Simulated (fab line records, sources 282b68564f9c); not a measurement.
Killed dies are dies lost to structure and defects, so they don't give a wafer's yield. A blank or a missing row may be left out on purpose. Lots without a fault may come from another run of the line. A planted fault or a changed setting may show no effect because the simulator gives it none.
A struck lot beside a sound one | flow rit_cmos | 15 steps out of a route of 202
Sound: wafers L822.2, L822.3, L822.5. Struck: wafers L838.4, L838.5, L838.6. The cause comes at the end.
At each step with rows: each side's tool, then ch and its chambers, then its first start. Under that, the readings that differ: sound wafers | struck wafers | difference of the means | sigmas: that difference in standard deviations of wafers without a fault.
alike: readings whose means differ by less than 2 such deviations, and words and numbers that are the same on both sides. not compared: withheld readings, readings that some wafer has no value for, bounds like >300 that may hide the same value, and numbers for which the record gives no deviation and whose values overlap.
The two part at a step that has a row with sigmas, a row that says differs or no value, or rows on one side only. Numbers that don't overlap but have no deviation are shown without sigmas and don't part them. A reading that every wafer of one side lacks parts them only if that side has two wafers or more.

first, 5 steps without rows for these wafers: RIT_M1_COAT_04 (resist thk 1300 nm); RIT_M1_SOFTBAKE_05 (time 60 s); RIT_M1_EXPOSE_06 (exposes mask M12, target cd 2600 nm); RIT_M1_PEB_07; RIT_M1_DEVELOP_08 (develop time 68 s).
RIT_M1_CD_MEAS_09: target cd 2600 nm.
  sound on cd_sem-02, day 4 02:44; struck on cd_sem-02, day 7 10:51
  alike: cd_nm
RIT_M1_OVL_MEAS_10:
  sound on overlay-02, day 4 02:51; struck on overlay-01, day 7 10:56
  alike: M1_OVL
then, 1 step without rows for these wafers: RIT_M1_HARDBAKE_11 (time 120 s).
RIT_M1_METAL_ETCH_12: etches Al in Cl2/BCl3, stops on SiO2, time 171.1 s, target depth 600 nm.
  sound on rie_metal-04 ch 0,1, day 4 03:13; struck on rie_metal-04 ch 0,1, day 7 11:15
  alike: drypump_motor_current_A, oes_product_au, throttle_valve_pct
  not compared: rf_hours_counter_h
then, 1 step without rows for these wafers: RIT_M1_STRIP_13 (strips in nmp, time 600 s).
RIT_M1_STRIP_14: strips in O2, time 180 s.
  sound on plasma_asher-03 ch 0,1, day 4 03:34; struck on plasma_asher-02 ch 0,1, day 7 11:36
  alike: drypump_motor_current_A
  not compared: rf_hours_counter_h
RIT_M1_CD_MEAS_90: target cd 2600 nm.
  sound on cd_sem-01, day 4 03:45; struck on cd_sem-02, day 7 11:46
  alike: cd_nm
RIT_M1_ANNEAL_15: time 1800 s.
  sound on furnace-02 ch 0, day 4 03:51; struck on furnace-02 ch 0, day 7 11:50
  reading                   | sound                | struck               | difference | sigmas
  spike_tc_centre_C (C)     | 451.6 448.8 451.9    | 391.6 390.7 392.2    | -59.3      | -61
  spike_tc_load_C (C)       | 472.0 470.7 471.2    | 411.0 410.8 409.4    | -60.9      | -66
  spike_tc_source_C (C)     | 466.6 466.5 465.0    | 404.8 404.6 405.9    | -60.9      | -61
  tube_center_temp_C (C)    | 450.03 449.94 450    | 390.05 389.95 390.07 | -59.97     | -99 or more
  tube_center_temp_C_max    | 451.19 450.87 451.25 | 391.31 390.97 391.05 | -59.99     | -99 or more
  zone_power_centre_pct (%) | 19.31 18.84 18.85    | 16.55 16.34 16.39    | -2.57      | -14
  zone_power_load_pct (%)   | 6.91 6.95 6.94       | 5.39 5.36 5.48       | -1.52      | -22
  zone_power_source_pct (%) | 7.03 7.11 7.33       | 5.72 5.63 5.90       | -1.41      | -18
RIT_M1_BOW_MEAS_16:
  sound on film_metro-02, day 4 05:22; struck on film_metro-02, day 7 13:23
  alike: M1_BOW
RIT_M1_PROBE_99:
  sound on prober-01, day 4 05:31; struck on prober-01, day 7 13:36
  reading                          | sound             | struck            | difference | sigmas
  model.etest.contact_npoly.rc_ohm | 1.378 1.429 1.464 | 2.789 2.662 2.766 | +1.315     |
  model.etest.contact_ppoly.rc_ohm | 1.421 1.431 1.412 | 2.672 2.711 2.685 | +1.268     |
  model.etest.contact_nplus.rc_ohm | 1.463 1.459 1.446 | 2.757 2.742 2.754 | +1.295     |
  model.etest.contact_pplus.rc_ohm | 1.359 1.423 1.388 | 2.724 2.595 2.779 | +1.309     |
  alike: defect_limited_yield, killed_at_contacts, killed_at_front_end, killed_dies, killed_open, killed_short, sort_bin_3_pad_short, sort_bin_5_function, sort_bin_6_memory, sort_n_pass, sort_yield_pct
  not compared: model.etest.nmos_0p15.junction_log10_a_um

WHERE THEY PART
Only at RIT_M1_ANNEAL_15, within this record. Later steps at which nothing parts them and some readings are alike: RIT_M1_BOW_MEAS_16, RIT_M1_PROBE_99.

WHY: what the simulator had put in
Process parameter drift: furnace-02, from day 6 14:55 on, at RIT_M1_ANNEAL_15. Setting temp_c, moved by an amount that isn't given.
